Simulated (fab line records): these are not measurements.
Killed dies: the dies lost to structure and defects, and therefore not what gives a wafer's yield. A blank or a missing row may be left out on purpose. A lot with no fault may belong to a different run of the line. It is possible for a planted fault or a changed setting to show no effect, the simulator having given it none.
Which tool is to blame?	flow rit cmos	7 lots, 21 wafers sampled, at 2 steps of a route of 202

## WHAT THE GAUGES READ, wafer by wafer
RIT_SDANNEAL_RS_MEAS_05: measures by four-point-probe.
lot	measured	on	NSD_RS (ohm/sq)
L109	day 4 02:51	film metro-01	84.32 84.43 84.47
L114	day 5 05:07	film metro-01	84.52 84.36 84.45
L117	day 5 18:27	film metro-03	84.64 84.46 84.77
L119	day 6 09:14	film metro-02	84.08 84.62 84.39
L123	day 6 22:59	film metro-03	87.80 87.49 87.53
L125	day 7 03:51	film metro-01	84.00 83.87 84.21
L128	day 7 16:12	film metro-03	84.46 84.45 84.10

## WHICH TOOL RAN EACH LOT (tool, then ch and the chambers of the sampled wafers, then the start)
lot	RIT_NSD_IMPLANT_08
L109	implanter-03 ch 0, day 4 00:31
L114	implanter-03 ch 0, day 5 01:29
L117	implanter-03 ch 0, day 5 15:41
L119	implanter-01 ch 0, day 6 06:41
L123	implanter-03 ch 0, day 6 20:37
L125	implanter-04 ch 0, day 7 00:59
L128	implanter-01 ch 0, day 7 13:34
- RIT_NSD_IMPLANT_08

## THE ANSWER, worked out from the rows above alone
Rule: the lots themselves supply what counts as usual. The widest of any qualifying gaps counts: lots, ordered by their means at a reading, are off when they make up no more than a third of the lots, leave a main group of 4 or more, and stand apart from it by 3 or more times the standard deviation of that group's means. Not used: any main group whose means are identical at the precision the tables above print for the reading. Also off: a lot with no number at a reading for which 4 or more lots have one. All remaining lots with rows at the step are treated as sound.
Off: L123, at RIT_SDANNEAL_RS_MEAS_05 (NSD_RS). Mean 84.37 ohm/sq and standard deviation 0.18 in the main group.
If a tool, at a process step before that reading, ran all the lots that are off and no sound lot after the first of them, it fits. Gauges at RIT_SDANNEAL_RS_MEAS_05: tried the same way as those tools. One candidate fits, namely implanter-03 at RIT_NSD_IMPLANT_08. A fault onset in the window from L117 (day 5 15:41, its last sound lot) to L123 (day 6 20:37, its first lot off) fits.

## WHAT THE SIMULATOR HAD PUT IN
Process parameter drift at RIT_NSD_IMPLANT_08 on implanter-03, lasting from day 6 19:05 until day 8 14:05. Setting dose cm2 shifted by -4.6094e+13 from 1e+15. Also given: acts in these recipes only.
Lots struck among those shown: L123. The rule above found the same.
